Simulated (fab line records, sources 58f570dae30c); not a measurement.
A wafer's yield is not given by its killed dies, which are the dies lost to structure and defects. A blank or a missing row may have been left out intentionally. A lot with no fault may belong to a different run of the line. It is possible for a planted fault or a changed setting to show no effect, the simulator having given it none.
A struck lot beside a sound one / flow berkeley-cmos170 / 43 steps out of a route of 331
Sound: wafers L933.2, L933.4, L933.5. Struck: wafers L948.1, L948.5 (left out: L948.2, a lot-mate that was not struck); the cause follows at the end.
For every step that has rows: the tool of each side, followed by ch and its chambers, followed by its first start. Under that, the readings that differ: sound wafers / struck wafers / difference of the means / sigmas: that difference in standard deviations of wafers without a fault.
alike: words and numbers the same on both sides, and readings whose means are apart by under 2 such deviations; not compared: readings that were withheld, readings missing a value for some wafer, numbers with overlapping values and no deviation given by the record, and bounds like >300 which may hide the same value.
The two part at a step that has a row with sigmas, a row that says differs or no value, or rows on one side only. Numbers that have no deviation but don't overlap get no sigmas and don't part them. A reading missing from all wafers of one side parts the sides only when that side holds two or more wafers.

UCB170_START_BOW_MEAS_00:
  sound: film-metro-02 at day 2 01:01; struck: film-metro-03 at day 5 04:00
  alike: INCOMING_BOW
then, 2 steps without rows for these wafers: UCB170_START_CLEAN_01 (cleans in dHF, time 60 s); UCB170_START_OXIDATION_02 (target thk 20 nm, ox time 1756 s).
UCB170_START_THK_MEAS_03:
  sound: film-metro-03 at day 2 10:40; struck: film-metro-02 at day 5 09:08
  alike: START_OXIDE_THK
then, 7 steps without rows for these wafers: UCB170_START_ANNEAL_04 (time 1200 s); UCB170_ZERO_HMDS_00 (prime time 60 s); UCB170_ZERO_COAT_01 (resist thk 900 nm); UCB170_ZERO_SOFTBAKE_02 (time 60 s); UCB170_ZERO_EXPOSE_03 (exposes mask PM MARKS, target cd 4000 nm); UCB170_ZERO_PEB_04; UCB170_ZERO_DEVELOP_05 (develop time 45 s).
UCB170_ZERO_ETCH_06: etches SiO2 in CHF3/CF4/Ar, time 11.54 s.
  sound on rie-diel-03 ch 1,2,3, day 2 21:57; struck on rie-diel-04 ch 0,3, day 5 16:05
  alike: cf4-flow-sccm, drypump-motor-current-A, oes-product-au, throttle-valve-pct
  not compared: rf-hours-counter-h
UCB170_ZERO_STRIP_07: strips in O2.
  sound on plasma-asher-02 ch 0,1, day 2 21:58; struck on plasma-asher-01 ch 0, day 5 16:07
reading=drypump-motor-current-A (A); sound=5.9 5.8 6.1; struck=5.2 5.2; difference=-0.7; sigmas=-2
  alike: oes-product-au, strip-time-to-endpoint-s
  not compared: rf-hours-counter-h
then, 2 steps without rows for these wafers: UCB170_NWELL_WET_ETCH_00 (etches SiO2 in dHF, time 200 s); UCB170_NWELL_OXIDATION_01 (target thk 26.4 nm, ox time 1260 s).
UCB170_NWELL_THK_MEAS_02:
  sound: film-metro-04 at day 3 06:11; struck: film-metro-03 at day 5 18:40
  alike: NWELL_OXIDE_THK
then, 2 steps without rows for these wafers: UCB170_NWELL_ANNEAL_03 (time 900 s); UCB170_NWELL_CVD_04 (deposits Si3N4 from SiH2Cl2/NH3, target thk 224 nm, time 3360 s).
UCB170_NWELL_THK_MEAS_05:
  sound: film-metro-04 at day 3 14:19; struck: film-metro-01 at day 6 01:50
  alike: NWELL_NITRIDE_THK
then, 6 steps without rows for these wafers: UCB170_NWELL_HMDS_06 (prime time 60 s); UCB170_NWELL_COAT_07 (resist thk 900 nm); UCB170_NWELL_SOFTBAKE_08 (time 60 s); UCB170_NWELL_EXPOSE_09 (exposes mask NWELL, target cd 3000 nm); UCB170_NWELL_PEB_10; UCB170_NWELL_DEVELOP_11 (develop time 45 s).
UCB170_NWELL_OVL_MEAS_12:
  sound: overlay-02 at day 3 15:28; struck: overlay-01 at day 6 03:40
  alike: NWELL_OVL
UCB170_NWELL_ETCH_13: etches Si3N4 in CH3F/Ar/O2, stops on SiO2, target depth 246.4 nm, time 154 s.
  sound on rie-diel-03 ch 1,2,3, day 3 15:29; struck on rie-diel-02 ch 1,3, day 6 03:42
  alike: drypump-motor-current-A, oes-product-au, throttle-valve-pct
  not compared: rf-hours-counter-h
next, for these wafers, 1 step has no rows: UCB170_NWELL_IMPLANT_14.
UCB170_NWELL_STRIP_15: strips in O2.
  sound on plasma-asher-04 ch 0,1, day 3 15:44; struck on plasma-asher-03 ch 0,1, day 6 03:57
  alike: drypump-motor-current-A, oes-product-au, strip-time-to-endpoint-s
  not compared: rf-hours-counter-h
UCB170_NWELL_TW_MEAS_16:
  sound: film-metro-01 at day 3 15:51; struck: film-metro-04 at day 6 04:03
reading=NWELL_TW; sound=1235 1240 1242; struck=1283 1289; difference=+47; sigmas=+2
then, 6 steps without rows for these wafers: UCB170_NWELL_CLEAN_17 (cleans in SPM, time 600 s); UCB170_NWELL_WET_ETCH_18 (etches Si3N4 in H3PO4, time 14400 s); UCB170_NWELL_WET_ETCH_19 (etches SiO2 in BOE, time 22 s); UCB170_PWELL_CLEAN_00 (cleans in SPM, time 600 s); UCB170_PWELL_CLEAN_01 (cleans in dHF, time 60 s); UCB170_PWELL_OXIDATION_02 (target thk 26.4 nm, ox time 1260 s).
UCB170_PWELL_THK_MEAS_03:
  sound: film-metro-04 at day 4 04:39; struck: film-metro-01 at day 6 13:42
  alike: PWELL_OXIDE_THK
then, 2 steps without rows for these wafers: UCB170_PWELL_ANNEAL_04 (time 900 s); UCB170_PWELL_CVD_05 (deposits Si3N4 from SiH2Cl2/NH3, target thk 220 nm, time 3159 s).
UCB170_PWELL_THK_MEAS_06:
  sound: film-metro-02 at day 4 21:53; struck: film-metro-04 at day 6 19:47
  alike: PWELL_NITRIDE_THK
then, 2 steps without rows for these wafers: UCB170_PWELL_HMDS_07 (prime time 60 s); UCB170_PWELL_COAT_08 (resist thk 900 nm).
-- the record jumps here: 7 days lie between the struck wafers' starts before and after (it left off in module PWELL and takes up again in module M3, whose first step shown is number 331 of the route) --
UCB170_M3_PROBE_99:
  only the struck wafers here have rows in the record (prober-02, day 13 12:46); the sound ones have none

WHERE THEY PART
At UCB170_ZERO_STRIP_07 first; at UCB170_M3_PROBE_99 last (within this record only).

WHY: whatever the simulator had introduced
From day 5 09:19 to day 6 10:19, plasma-asher-01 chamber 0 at UCB170_ZERO_STRIP_07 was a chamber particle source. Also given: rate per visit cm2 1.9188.
